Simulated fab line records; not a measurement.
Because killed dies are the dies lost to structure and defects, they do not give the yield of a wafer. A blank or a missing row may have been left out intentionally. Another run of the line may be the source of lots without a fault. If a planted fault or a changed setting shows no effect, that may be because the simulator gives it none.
fab line records ; flow rit_cmos
record: lots: 5; wafers: 15; last_day: 7
route steps=202 shown CONTACT@172 M1@184
lots with no fault: from the same line, run without faults
start_h: the number of hours between the record's first day and the start of the first shown wafer of the lot ; wait_h: time in hours since the lot's previous step ; " identical to the entry in the row above ; L1.1+2: a row that stands for several wafers ; - no value, or no start given ; * or withheld: withheld ; < > ~ a bound
route shown NAME@n: NAME is a module with steps in the file, n the number in the route of the first one ; usual: mean and standard deviation over wafers with no fault ; same: alike in all rows ; chamber/n: place in a boat ; sites: readings site by site ; _std_site: the values' standard deviation ; _edge_site: inner sites' mean taken away from outer sites' mean ; radius_mm: how far each site lies from the wafer's centre ; mask NAME#n: copy n ; behind: tool/chamber where the wafer was last shaped ; hold: the reason the lot was held/the length of the hold in hours/how it ended ; device: the n, p or np transistor that did not switch ; end of line: the same wafers' tests at the end of the route ; where a step has no rows: the recipe by itself ; killed: dies lost to structure and defects at the first sort, not the wafer's yield ; map: the dies of a wafer, with x for killed, . for not killed, _ for no die there
set.NAME: the run value of the setting; set.NAME@STEP: its run value at that earlier step ; model.NAME: the simulator's own value behind a step, which no gauge read
certain route steps with their lots: each step a table, each wafer a row
services: the hour from which a tool's chamber was out of use, counted from the record's first day as start_h (under 0 if before that day), plus the number of hours and why
== steps ==
step: RIT_CONTACT_SOFTBAKE_04
recipe: resist: NOVOLAK; temp_c: 90; time_s: 60
step: RIT_CONTACT_EXPOSE_05
recipe: mask_id: M11; na: 0.6; source_shape: conventional; sigma_outer: 0.5; target_cd_nm: 1000; dose_mj: 250
step: RIT_CONTACT_PEB_06
recipe: resist: NOVOLAK; temp_c: withheld; time_s: withheld
step: RIT_CONTACT_DEVELOP_07
recipe: resist: NOVOLAK; develop_time_s: 120; dev_temp_c: 23
step: RIT_CONTACT_CD_MEAS_08
recipe: target_cd_nm: 1000
usual: cd_nm: 999.9/2.2
lot.wafer;tool;chamber;start_h;wait_h;cd_nm
L229.3;cd_sem-02;-;63.10;-;995.6
L229.4;cd_sem-02;-;63.10;-;997.0
L229.6;cd_sem-02;-;63.10;-;994.2
L236.2;cd_sem-01;-;102.58;-;997.4
L236.3;cd_sem-01;-;102.58;-;998.8
L236.5;cd_sem-01;-;102.58;-;995.9
L243.2;cd_sem-02;-;133.27;-;999.7
L243.4;cd_sem-02;-;133.27;-;1002.1
L243.5;cd_sem-02;-;133.27;-;999.5
L245.1;cd_sem-01;-;147.85;-;999.2
L245.4;cd_sem-01;-;147.85;-;999.4
L245.6;cd_sem-01;-;147.85;-;999.7
L248.2;cd_sem-01;-;157.50;-;1002.9
L248.3;cd_sem-01;-;157.50;-;1001.0
L248.4;cd_sem-01;-;157.50;-;1001.4
step: RIT_CONTACT_OVL_MEAS_09
usual: CONTACT_OVL: 0.6/1.4
lot.wafer;tool;chamber;start_h;wait_h;CONTACT_OVL[nm]
L229.3;overlay-02;-;63.19;0.1;2.1
L229.4;overlay-02;-;63.19;0.1;2.9
L229.6;overlay-02;-;63.19;0.1;1.6
L236.2;overlay-02;-;102.68;0.1;-0.6
L236.3;overlay-02;-;102.68;0.1;-0.2
L236.5;overlay-02;-;102.68;0.1;0.3
L243.2;overlay-02;-;133.37;0.1;-0.1
L243.4;overlay-02;-;133.37;0.1;-0.8
L243.5;overlay-02;-;133.37;0.1;-1.7
L245.1;overlay-01;-;147.97;0.1;-1.0
L245.4;overlay-01;-;147.97;0.1;-0.4
L245.6;overlay-01;-;147.97;0.1;-1.1
L248.2;overlay-01;-;157.61;0.1;1.6
L248.3;overlay-01;-;157.61;0.1;1.4
L248.4;overlay-01;-;157.61;0.1;1.7
step: RIT_CONTACT_HARDBAKE_10
recipe: resist: NOVOLAK; temp_c: 140; time_s: 60
step: RIT_CONTACT_ETCH_11
recipe: target_depth_a: 4800; over_etch_frac: 0.2194; stop_on: TiSi2; chemistry: CHF3/CF4/Ar; target: SiO2; CHF3_flow_sccm: 50; cf4_flow_sccm: 10; Ar_flow_sccm: 100; O2_flow_sccm: 5; pressure_mtorr: 100; rf_w: 200; time_s: 320
usual: drypump_motor_current_A: 5.8/0.54; oes_product_au: 0.989/0.012; throttle_valve_pct: 8.88/0.12
same: time_s: 320
lot.wafer;tool;chamber;start_h;wait_h;drypump_motor_current_A;oes_product_au;rf_hours_counter_h;throttle_valve_pct
L229.3;rie_diel-01;3;63.37;0.1;6.2;0.983;38;8.77
L229.4;rie_diel-01;0;63.37;0.1;4.8;0.998;7;8.68
L229.6;rie_diel-01;0;63.37;0.1;4.8;1.002;-;8.69
L236.2;rie_diel-03;1;102.86;0.1;6.4;0.998;85;8.79
L236.3;rie_diel-03;2;102.86;0.1;6.6;0.970;117;9.10
L236.5;rie_diel-03;0;102.86;0.1;5.5;1.003;-;9.02
L243.2;rie_diel-04;3;133.55;0.1;5.3;0.984;36;9.01
L243.4;rie_diel-04;0;133.55;0.1;5.4;0.996;54;8.80
L243.5;rie_diel-04;2;133.55;0.1;6.3;0.975;-;8.89
L245.1;rie_diel-03;0;148.15;0.1;5.5;1.002;57;9.00
L245.4;rie_diel-03;1;148.15;0.1;6.4;0.992;-;8.78
L245.6;rie_diel-03;0;148.15;0.1;5.5;1.001;-;9.02
L248.2;rie_diel-01;1;157.79;0.1;5.8;0.985;0;8.72
L248.3;rie_diel-01;0;157.79;0.1;4.8;0.993;9;8.68
L248.4;rie_diel-01;3;157.79;0.1;6.2;0.975;40;8.76
step: RIT_CONTACT_STRIP_12
recipe: chemistry: O2; time_s: 180; resist: NOVOLAK; platen_temp_c: withheld; power_w: 500; pressure_mtorr: 4000; o2_flow_sccm: 4000
usual: drypump_motor_current_A: 5.6/0.57
same: time_s: 180
lot.wafer;tool;chamber;start_h;wait_h;drypump_motor_current_A;rf_hours_counter_h
L229.3;plasma_asher-04;0;63.62;0.2;5.0;-
L229.4;plasma_asher-04;1;63.62;0.2;6.3;-
L229.6;plasma_asher-04;1;63.62;0.2;6.3;-
L236.2;plasma_asher-02;0;103.06;0.1;5.8;33
L236.3;plasma_asher-02;1;103.06;0.1;4.7;-
L236.5;plasma_asher-02;1;103.06;0.1;4.7;-
L243.2;plasma_asher-02;1;133.75;0.1;4.7;36
L243.4;plasma_asher-02;1;133.75;0.1;4.7;-
L243.5;plasma_asher-02;1;133.75;0.1;4.7;-
L245.1;plasma_asher-03;1;148.35;0.1;6.0;52
L245.4;plasma_asher-03;0;148.35;0.1;5.9;-
L245.6;plasma_asher-03;1;148.35;0.1;6.1;-
L248.2;plasma_asher-02;1;157.98;0.1;4.7;39
L248.3;plasma_asher-02;0;157.98;0.1;5.8;-
L248.4;plasma_asher-02;1;157.98;0.1;4.7;-
step: RIT_CONTACT_CD_MEAS_90
recipe: target_cd_nm: 1000
usual: cd_nm: 1000.0/2.3
lot.wafer;tool;chamber;start_h;wait_h;cd_nm
L229.3;cd_sem-01;-;63.78;0.1;995.5
L229.4;cd_sem-01;-;63.78;0.1;997.2
L229.6;cd_sem-01;-;63.78;0.1;993.7
L236.2;cd_sem-02;-;103.25;0.1;997.9
L236.3;cd_sem-02;-;103.25;0.1;999.0
L236.5;cd_sem-02;-;103.25;0.1;995.6
L243.2;cd_sem-01;-;133.94;0.1;999.8
L243.4;cd_sem-01;-;133.94;0.1;1002.2
L243.5;cd_sem-01;-;133.94;0.1;1000.1
L245.1;cd_sem-02;-;148.52;0.1;999.2
L245.4;cd_sem-02;-;148.52;0.1;999.2
L245.6;cd_sem-02;-;148.52;0.1;999.9
L248.2;cd_sem-02;-;158.18;0.1;1002.6
L248.3;cd_sem-02;-;158.18;0.1;1000.7
L248.4;cd_sem-02;-;158.18;0.1;1001.5
step: RIT_CONTACT_CLEAN_13
recipe: chemistry: SC1; mix: 3:3:50; time_s: 600; temp_c: 75
step: RIT_CONTACT_CLEAN_14
recipe: chemistry: SC2; mix: 3:3:50; time_s: 600; temp_c: 75; dry: n2_spin
step: RIT_M1_SPUTTER_00
recipe: material: Al; target_thk_nm: 400; power_w: 2000; chamber_pressure_pa: 0.4; gas: Ar; time_s: 500; substrate_temp_c: 25
usual: throttle_valve_pct: 30.1/0.65
lot.wafer;tool;chamber;start_h;wait_h;throttle_valve_pct;model.Al_of_M1_SPUTTER_00.thk_nm
L229.3;pvd_sputter-04;-;64.24;0.0;30.8;401.7
L229.4;pvd_sputter-04;-;64.24;0.0;29.6;397.8
L229.6;pvd_sputter-04;-;64.24;0.0;29.8;400.6
L236.2;pvd_sputter-02;-;103.72;0.0;30.5;397.4
L236.3;pvd_sputter-02;-;103.72;0.0;29.9;401.9
L236.5;pvd_sputter-02;-;103.72;0.0;29.9;401.4
L243.2;pvd_sputter-04;-;134.39;0.0;30.1;366.6
L243.4;pvd_sputter-04;-;134.39;0.0;31.4;403.3
L243.5;pvd_sputter-04;-;134.39;0.0;29.9;368.3
L245.1;pvd_sputter-01;-;149.01;0.0;27.7;390.5
L245.4;pvd_sputter-01;-;149.01;0.0;30.5;390.4
L245.6;pvd_sputter-01;-;149.01;0.0;27.6;391.7
L248.2;pvd_sputter-02;-;158.64;0.0;30.3;397.4
L248.3;pvd_sputter-02;-;158.64;0.0;29.6;399.3
L248.4;pvd_sputter-02;-;158.64;0.0;29.9;399
step: RIT_M1_RS_MEAS_01
recipe: thk_meas_gauge: four-point-probe; reads: Al_of_M1_SPUTTER_00
usual: M1_AL_RS: 0.0733/0.00061
lot.wafer;tool;chamber;start_h;wait_h;M1_AL_RS[ohm/sq]
L229.3;film_metro-04;-;64.57;0.2;0.0729
L229.4;film_metro-04;-;64.57;0.2;0.0736
L229.6;film_metro-04;-;64.57;0.2;0.0731
L236.2;film_metro-03;-;104.03;0.2;0.0739
L236.3;film_metro-03;-;104.03;0.2;0.0731
L236.5;film_metro-03;-;104.03;0.2;0.0731
L243.2;film_metro-04;-;134.71;0.2;0.0801
L243.4;film_metro-04;-;134.71;0.2;0.0727
L243.5;film_metro-04;-;134.71;0.2;0.0798
L245.1;film_metro-02;-;149.30;0.1;0.0754
L245.4;film_metro-02;-;149.30;0.1;0.0754
L245.6;film_metro-02;-;149.30;0.1;0.0751
L248.2;film_metro-03;-;158.96;0.2;0.0739
L248.3;film_metro-03;-;158.96;0.2;0.0736
L248.4;film_metro-03;-;158.96;0.2;0.0735
step: RIT_M1_THK_MEAS_02
recipe: thk_meas_gauge: xrf; reads: Al_of_M1_SPUTTER_00
usual: M1_AL_THK: 397/4
lot.wafer;tool;chamber;start_h;wait_h;M1_AL_THK[nm]
L229.3;film_metro-04;-;64.67;0.1;398
L229.4;film_metro-04;-;64.67;0.1;397
L229.6;film_metro-04;-;64.67;0.1;397
L236.2;film_metro-03;-;104.14;0.1;392
L236.3;film_metro-03;-;104.14;0.1;395
L236.5;film_metro-03;-;104.14;0.1;395
L243.2;film_metro-04;-;134.82;0.1;365
L243.4;film_metro-04;-;134.82;0.1;403
L243.5;film_metro-04;-;134.82;0.1;368
L245.1;film_metro-02;-;149.42;0.1;386
L245.4;film_metro-02;-;149.42;0.1;386
L245.6;film_metro-02;-;149.42;0.1;388
L248.2;film_metro-03;-;159.07;0.1;392
L248.3;film_metro-03;-;159.07;0.1;394
L248.4;film_metro-03;-;159.07;0.1;395
step: RIT_M1_HMDS_03
recipe: prime_time_s: 60; prime_temp_c: 140
step: RIT_M1_PROBE_99
usual: defect_limited_yield: 97.4/1.2; killed_at_M0_to_M3: 0.0/0.12; killed_at_contacts: 0.1/0.24; killed_at_front_end: 7/3.1; killed_dies: 7/3.1; killed_open: 3.6/2.1; killed_short: 3.2/2; sort_bin_3_pad_short: 0.1/0.2; sort_bin_5_function: 1.4/0.8; sort_bin_6_memory: 1.0/0.72; sort_n_pass: 257/3.1; sort_yield_pct: 97.4/1.2
same: gross_dies: 264; killed_at_M4_up: 0; killed_at_back_side: 0; killed_at_other: 0
lot.wafer;tool;chamber;start_h;wait_h;defect_limited_yield[%];killed_at_M0_to_M3;killed_at_contacts;killed_at_front_end;killed_dies;killed_open;killed_short;sort_bin_3_pad_short[%];sort_bin_5_function[%];sort_bin_6_memory[%];sort_n_pass;sort_yield_pct[%];model.etest.m1.rs_ohm_sq
L229.3;prober-02;-;69.46;0.2;96.6;1;0;8;9;3;6;0.4;1.9;1.1;255;96.6;0.07293
L229.4;prober-02;-;69.51;0.2;96.6;0;0;9;9;6;3;0;1.5;1.9;255;96.6;0.07224
L229.6;prober-02;-;69.61;0.2;95.8;0;0;11;11;4;7;0.4;1.9;1.9;253;95.8;0.07249
L236.2;prober-01;-;110.17;0.1;99.2;0;0;2;2;0;2;0;0.4;0.4;262;99.2;0.07254
L236.3;prober-01;-;110.22;0.2;98.5;0;0;4;4;3;1;0;1.1;0.4;260;98.5;0.07244
L236.5;prober-01;-;110.32;0.2;99.6;0;0;1;1;0;1;0;0;0.4;263;99.6;0.07238
L243.2;prober-02;-;138.47;0.1;98.1;0;0;5;5;4;1;0;1.1;0.8;259;98.1;0.07918
L243.4;prober-02;-;138.57;0.2;98.1;0;0;5;5;1;4;0.4;0.8;0.8;259;98.1;0.07162
L243.5;prober-02;-;138.62;0.2;97.3;0;0;7;7;3;4;0.8;1.9;0;257;97.3;0.07897
L245.1;prober-02;-;153.02;0.1;97.0;0;0;8;8;5;3;0.4;1.1;1.5;256;97.0;0.07415
L245.4;prober-02;-;153.17;0.2;98.5;0;1;3;4;3;1;0.4;1.1;0;260;98.5;0.07452
L245.6;prober-02;-;153.27;0.2;97.3;0;1;6;7;4;3;0;1.5;1.1;257;97.3;0.07415
L248.2;prober-01;-;162.83;0.1;98.1;0;0;5;5;1;4;0.4;0.4;1.1;259;98.1;0.07322
L248.3;prober-01;-;162.88;0.2;97.3;0;0;7;7;5;2;0.4;1.1;1.1;257;97.3;0.07199
L248.4;prober-01;-;162.93;0.2;97.7;0;0;6;6;1;5;0.4;1.5;0.4;258;97.7;0.07285
killed by level:class
L229.3 GATE:geometric_particle:short=2 GATE:geometric_particle:open=2 REOX:geometric_particle:short=1 SPACER:geometric_particle:short=1 SILICIDE:geometric_particle:short=1 SILICIDE:geometric_particle:open=1 M1:geometric_particle:short=1
L229.4 SPACER:geometric_particle:short=3 SILICIDE:geometric_particle:open=3 FOX2:geometric_particle:open=2 GATE:geometric_particle:open=1
L229.6 GATE:geometric_particle:short=4 GATE:geometric_particle:open=4 FOX1:geometric_particle:short=1 FOX2:geometric_particle:short=1 SILICIDE:geometric_particle:short=1
L236.2 REOX:geometric_particle:short=1 SPACER:geometric_particle:short=1
L236.3 FOX1:geometric_particle:open=1 GATE:geometric_particle:short=1 REOX:geometric_particle:open=1 SPACER:geometric_particle:open=1
L236.5 REOX:geometric_particle:short=1
L243.2 FOX1:geometric_particle:open=1 GATE:geometric_particle:open=1 REOX:geometric_particle:open=1 REOX:geometric_particle:short=1 SILICIDE:geometric_particle:open=1
L243.4 FOX1:geometric_particle:short=1 GATE:geometric_particle:short=1 REOX:geometric_particle:short=1 SILICIDE:geometric_particle:short=1 SILICIDE:geometric_particle:open=1
L243.5 GATE:geometric_particle:short=4 GATE:geometric_particle:open=1 REOX:geometric_particle:open=1 SPACER:geometric_particle:open=1
L245.1 REOX:geometric_particle:open=3 GATE:geometric_particle:short=2 FOX1:geometric_particle:open=1 GATE:geometric_particle:open=1 SILICIDE:geometric_particle:short=1
L245.4 REOX:geometric_particle:open=2 FOX1:geometric_particle:short=1 CONTACT:geometric_particle:open=1
L245.6 FOX1:geometric_particle:short=1 FOX1:geometric_particle:open=1 GATE:geometric_particle:short=1 SPACER:geometric_particle:open=1 REOX:geometric_particle:open=1 SILICIDE:geometric_particle:short=1 CONTACT:geometric_particle:open=1
L248.2 FOX2:geometric_particle:short=1 GATE:geometric_particle:short=1 REOX:geometric_particle:short=1 SPACER:geometric_particle:short=1 SPACER:geometric_particle:open=1
L248.3 GATE:geometric_particle:open=4 FOX1:geometric_particle:open=1 GATE:geometric_particle:short=1 SPACER:geometric_particle:short=1
L248.4 SPACER:geometric_particle:short=2 FOX1:geometric_particle:short=1 FOX2:geometric_particle:short=1 GATE:geometric_particle:short=1 SILICIDE:geometric_particle:open=1
== services ==
tool;chamber;start_h;hours;kind
plasma_asher-03;-;45.88;4.0;pm
pvd_sputter-04;-;46.02;2.9;repair
rie_diel-03;1;50.38;4.1;repair
rie_diel-01;1;50.65;7.4;repair
pvd_sputter-02;-;60.27;3.0;repair
plasma_asher-03;-;108.71;1.9;repair
rie_diel-01;0;109.31;18.7;repair
rie_diel-03;3;113.34;2.7;repair
rie_diel-04;3;121.15;6.7;repair
rie_diel-01;1;127.97;-;clean
rie_diel-01;1;127.97;17.4;scheduled_down
rie_diel-01;1;127.97;17.4;vent_cycle
plasma_asher-03;-;130.36;2.8;pm
rie_diel-01;0;140.41;2.9;repair
rie_diel-03;3;140.74;14.5;repair
== key ==
first_sign: step: RIT_M1_RS_MEAS_01; reading: M1_AL_RS; direction: up; sigmas: 11; usual: 0.0733; struck: 0.0799
effect: step: RIT_M1_THK_MEAS_02; reading: M1_AL_THK; direction: down; sigmas: 7.5; usual: 397; struck: 367
model_effect: step: RIT_M1_SPUTTER_00; value: Al_of_M1_SPUTTER_00.thk_nm; without: 400.4; struck: 367.4
model_effect: step: RIT_M1_PROBE_99; value: etest.m1.rs_ohm_sq; without: 0.07257; struck: 0.07908
met_at RIT_M1_SPUTTER_00
struck_wafers L243.2,L243.5
fault: kind: process_parameter_drift; tool: pvd_sputter-04; chamber: -; onset_h: 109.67; steps: RIT_M1_SPUTTER_00; channel: time_s; offset: *; shape: step; end_h: 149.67; acts_in: *; stated: *; scope: struck_wafers_only
